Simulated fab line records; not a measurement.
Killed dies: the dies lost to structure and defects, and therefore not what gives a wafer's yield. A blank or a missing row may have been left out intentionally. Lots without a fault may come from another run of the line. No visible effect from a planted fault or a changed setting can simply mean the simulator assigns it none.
The tool behind it: which one? | flow rit-cmos | Sampling: 7 lots, 21 wafers, 2 of 202 route steps

WHAT EACH GAUGE READ, for each wafer
RIT_CONTACT_CD_MEAS_08: the cd target is 1000 nm.
lot  | measured    | on        | cd-nm (nm)
L535 | day 3 23:36 | cd-sem-02 | 1001.7 1001.1 1000.3
L537 | day 4 08:51 | cd-sem-01 | 996.1 998.0 996.5
L540 | day 4 16:44 | cd-sem-02 | 996.3 998.8 997.8
L543 | day 5 06:34 | cd-sem-02 | 989.0 987.9 987.0
L550 | day 6 17:41 | cd-sem-01 | 998.3 1002.3 998.6
L553 | day 7 08:09 | cd-sem-01 | 998.2 999.6 997.8
L556 | day 7 22:26 | cd-sem-01 | 999.6 1000.3 1002.8

EACH LOT AND THE TOOL THAT RAN IT (in order: tool; ch and the chambers of the sampled wafers; start)
lot  | RIT_CONTACT_EXPOSE_05
L535 | iline-stepper-02 ch 0, day 3 22:57
L537 | iline-stepper-01 ch 0, day 4 08:20
L540 | iline-stepper-02 ch 0, day 4 16:13
L543 | iline-stepper-02 ch 0, day 5 06:02
L550 | iline-stepper-01 ch 0, day 6 17:10
L553 | iline-stepper-01 ch 0, day 7 07:38
L556 | iline-stepper-01 ch 0, day 7 21:55
- RIT_CONTACT_EXPOSE_05: exposes mask M11, target cd 1000 nm.

THE ANSWER, worked out from the rows above alone
Rule: the lots themselves supply what counts as usual. The widest of any qualifying gaps counts: lots, ordered by their means at a reading, are off when they make up no more than a third of the lots, leave a main group of 4 or more, and stand apart from it by 3 or more times the standard deviation of that group's means. A main group whose means are all the same, to the digits that the tables above print for the reading, isn't used. Also off: a lot with no number at a reading for which 4 or more lots have one. The other lots that the step has rows for count as sound.
Off at RIT_CONTACT_CD_MEAS_08 (cd-nm): L543. The main group: mean 999.1 nm, standard deviation 1.6.
If a tool, at a process step before that reading, ran all the lots that are off and no sound lot after the first of them, it fits. The gauges at RIT_CONTACT_CD_MEAS_08 are tried like those tools. 2 tools fit, iline-stepper-02 at RIT_CONTACT_EXPOSE_05 and cd-sem-02 at RIT_CONTACT_CD_MEAS_08, so this cannot tell which one it is.

WHAT THE SIMULATOR HAD PUT IN
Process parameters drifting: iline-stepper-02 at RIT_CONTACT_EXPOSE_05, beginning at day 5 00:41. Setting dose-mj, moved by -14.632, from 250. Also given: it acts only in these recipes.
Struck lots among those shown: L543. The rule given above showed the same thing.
